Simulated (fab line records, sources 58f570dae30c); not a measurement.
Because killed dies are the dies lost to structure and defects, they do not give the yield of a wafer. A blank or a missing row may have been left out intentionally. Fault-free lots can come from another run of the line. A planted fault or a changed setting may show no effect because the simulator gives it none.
Which of the tools did it? || flow berkeley_cmos170 || Sampling: 15 lots, 45 wafers, 2 of 331 route steps

WHAT EACH GAUGE READ, for each wafer
UCB170_GATE_THK_MEAS_02. Usual: GATE_OXIDE_THK typically reads 6.61 nm, with standard deviation 0.12.
{"lot": "L460", "measured": "day 5 13:36", "on": "film_metro-04", "GATE_OXIDE_THK (nm)": "6.69 6.72 6.73", "flag": ""}
{"lot": "L462", "measured": "day 5 13:32", "on": "film_metro-02", "GATE_OXIDE_THK (nm)": "6.82 6.73 6.68", "flag": ""}
{"lot": "L464", "measured": "day 6 08:52", "on": "film_metro-02", "GATE_OXIDE_THK (nm)": "6.47 6.43 6.48", "flag": ""}
{"lot": "L466", "measured": "day 6 13:05", "on": "film_metro-04", "GATE_OXIDE_THK (nm)": "6.81 6.74 6.80", "flag": ""}
{"lot": "L465", "measured": "day 6 13:04", "on": "film_metro-01", "GATE_OXIDE_THK (nm)": "6.65 6.70 6.58", "flag": ""}
{"lot": "L463", "measured": "day 6 13:05", "on": "film_metro-02", "GATE_OXIDE_THK (nm)": "6.50 6.69 6.69", "flag": ""}
{"lot": "L471", "measured": "day 7 14:34", "on": "film_metro-01", "GATE_OXIDE_THK (nm)": "6.58 6.60 6.46", "flag": ""}
{"lot": "L469", "measured": "day 7 14:37", "on": "film_metro-04", "GATE_OXIDE_THK (nm)": "6.62 6.72 6.63", "flag": ""}
{"lot": "L472", "measured": "day 7 19:59", "on": "film_metro-02", "GATE_OXIDE_THK (nm)": "6.55 6.74 6.55", "flag": ""}
{"lot": "L477", "measured": "day 8 17:46", "on": "film_metro-01", "GATE_OXIDE_THK (nm)": "6.52 6.55 6.65", "flag": ""}
{"lot": "L479", "measured": "day 9 10:30", "on": "film_metro-02", "GATE_OXIDE_THK (nm)": "6.75 6.68 6.83", "flag": ""}
{"lot": "L480", "measured": "day 9 14:44", "on": "film_metro-02", "GATE_OXIDE_THK (nm)": "6.46 6.50 6.62", "flag": ""}
{"lot": "L478", "measured": "day 9 14:46", "on": "film_metro-04", "GATE_OXIDE_THK (nm)": "6.71 6.63 6.66", "flag": ""}
{"lot": "L481", "measured": "day 10 08:09", "on": "film_metro-02", "GATE_OXIDE_THK (nm)": "6.64 6.65 6.67", "flag": ""}
{"lot": "L483", "measured": "day 10 10:56", "on": "film_metro-04", "GATE_OXIDE_THK (nm)": "6.41 6.49 6.49", "flag": ""}

EACH LOT AND THE TOOL THAT RAN IT (in order: tool; ch and the chambers of the sampled wafers; start)
{"lot": "L460", "UCB170_PVT_STRIP_08": "plasma_asher-01 ch 0,1, day 5 09:36"}
{"lot": "L462", "UCB170_PVT_STRIP_08": "plasma_asher-02 ch 0,1, day 5 09:50"}
{"lot": "L464", "UCB170_PVT_STRIP_08": "plasma_asher-02 ch 0,1, day 6 06:04"}
{"lot": "L466", "UCB170_PVT_STRIP_08": "plasma_asher-02 ch 0,1, day 6 08:27"}
{"lot": "L465", "UCB170_PVT_STRIP_08": "plasma_asher-01 ch 1, day 6 08:41"}
{"lot": "L463", "UCB170_PVT_STRIP_08": "plasma_asher-03 ch 0, day 6 08:56"}
{"lot": "L471", "UCB170_PVT_STRIP_08": "plasma_asher-03 ch 0,1, day 7 08:05"}
{"lot": "L469", "UCB170_PVT_STRIP_08": "plasma_asher-02 ch 0,1, day 7 08:22"}
{"lot": "L472", "UCB170_PVT_STRIP_08": "plasma_asher-03 ch 0,1, day 7 13:26"}
{"lot": "L477", "UCB170_PVT_STRIP_08": "plasma_asher-01 ch 0,1, day 8 13:56"}
{"lot": "L479", "UCB170_PVT_STRIP_08": "plasma_asher-01 ch 0,1, day 9 04:13"}
{"lot": "L480", "UCB170_PVT_STRIP_08": "plasma_asher-02 ch 0,1, day 9 10:23"}
{"lot": "L478", "UCB170_PVT_STRIP_08": "plasma_asher-03 ch 0,1, day 9 10:23"}
{"lot": "L481", "UCB170_PVT_STRIP_08": "plasma_asher-01 ch 0,1, day 10 00:43"}
{"lot": "L483", "UCB170_PVT_STRIP_08": "plasma_asher-03 ch 0,1, day 10 06:56"}
- UCB170_PVT_STRIP_08: strips in O2.

AS READ BY THE TOOLS THEMSELVES (means over the sampled wafers that have a number; for cases with no such wafer, the mark the record gives instead)
UCB170_PVT_STRIP_08. Usual: drypump_motor_current_A 5.8 A, standard deviation 0.54; oes_product_au 0.734 a.u., standard deviation 0.0044; strip_time_to_endpoint_s 21.61 s, standard deviation 0.084.
{"lot": "L460", "tool": "plasma_asher-01", "drypump_motor_current_A (A)": 5.5, "oes_product_au (a.u.)": 0.733, "strip_time_to_endpoint_s (s)": 21.60, "flag": ""}
{"lot": "L462", "tool": "plasma_asher-02", "drypump_motor_current_A (A)": 6.6, "oes_product_au (a.u.)": 0.736, "strip_time_to_endpoint_s (s)": 21.56, "flag": ""}
{"lot": "L464", "tool": "plasma_asher-02", "drypump_motor_current_A (A)": 6.5, "oes_product_au (a.u.)": 0.731, "strip_time_to_endpoint_s (s)": 21.62, "flag": ""}
{"lot": "L466", "tool": "plasma_asher-02", "drypump_motor_current_A (A)": 6.6, "oes_product_au (a.u.)": 0.733, "strip_time_to_endpoint_s (s)": 21.61, "flag": ""}
{"lot": "L465", "tool": "plasma_asher-01", "drypump_motor_current_A (A)": 5.8, "oes_product_au (a.u.)": 0.733, "strip_time_to_endpoint_s (s)": 21.50, "flag": ""}
{"lot": "L463", "tool": "plasma_asher-03", "drypump_motor_current_A (A)": 5.9, "oes_product_au (a.u.)": 0.733, "strip_time_to_endpoint_s (s)": 21.64, "flag": ""}
{"lot": "L471", "tool": "plasma_asher-03", "drypump_motor_current_A (A)": 5.7, "oes_product_au (a.u.)": 0.732, "strip_time_to_endpoint_s (s)": 21.56, "flag": ""}
{"lot": "L469", "tool": "plasma_asher-02", "drypump_motor_current_A (A)": 6.5, "oes_product_au (a.u.)": 0.731, "strip_time_to_endpoint_s (s)": 21.60, "flag": ""}
{"lot": "L472", "tool": "plasma_asher-03", "drypump_motor_current_A (A)": 5.7, "oes_product_au (a.u.)": 0.734, "strip_time_to_endpoint_s (s)": 21.70, "flag": ""}
{"lot": "L477", "tool": "plasma_asher-01", "drypump_motor_current_A (A)": 5.3, "oes_product_au (a.u.)": 0.735, "strip_time_to_endpoint_s (s)": 21.75, "flag": ""}
{"lot": "L479", "tool": "plasma_asher-01", "drypump_motor_current_A (A)": 5.5, "oes_product_au (a.u.)": 0.737, "strip_time_to_endpoint_s (s)": 21.49, "flag": ""}
{"lot": "L480", "tool": "plasma_asher-02", "drypump_motor_current_A (A)": 6.6, "oes_product_au (a.u.)": 0.732, "strip_time_to_endpoint_s (s)": 21.64, "flag": ""}
{"lot": "L478", "tool": "plasma_asher-03", "drypump_motor_current_A (A)": 5.5, "oes_product_au (a.u.)": 0.739, "strip_time_to_endpoint_s (s)": 21.59, "flag": ""}
{"lot": "L481", "tool": "plasma_asher-01", "drypump_motor_current_A (A)": 5.2, "oes_product_au (a.u.)": 0.739, "strip_time_to_endpoint_s (s)": 21.57, "flag": ""}
{"lot": "L483", "tool": "plasma_asher-03", "drypump_motor_current_A (A)": 5.7, "oes_product_au (a.u.)": 0.733, "strip_time_to_endpoint_s (s)": 21.51, "flag": ""}

THE ANSWER, worked out from the rows above alone
Rule: a lot counts as off when the mean over its wafers that have a number is more than 3 standard deviations away from the usual mean. Also off: a lot with no number at a reading for which 4 or more lots have one. Where the step has rows for the other lots, those lots are counted as sound. First the gauges in route order, then the tools' own readings, where a lot's mean is used as printed above. At the first step where some lot is off, the reading lying furthest off is the one used; lots without a number count as furthest.
Nothing can be told from this: no lot is off at any reading shown.

WHAT THE SIMULATOR HAD INSERTED
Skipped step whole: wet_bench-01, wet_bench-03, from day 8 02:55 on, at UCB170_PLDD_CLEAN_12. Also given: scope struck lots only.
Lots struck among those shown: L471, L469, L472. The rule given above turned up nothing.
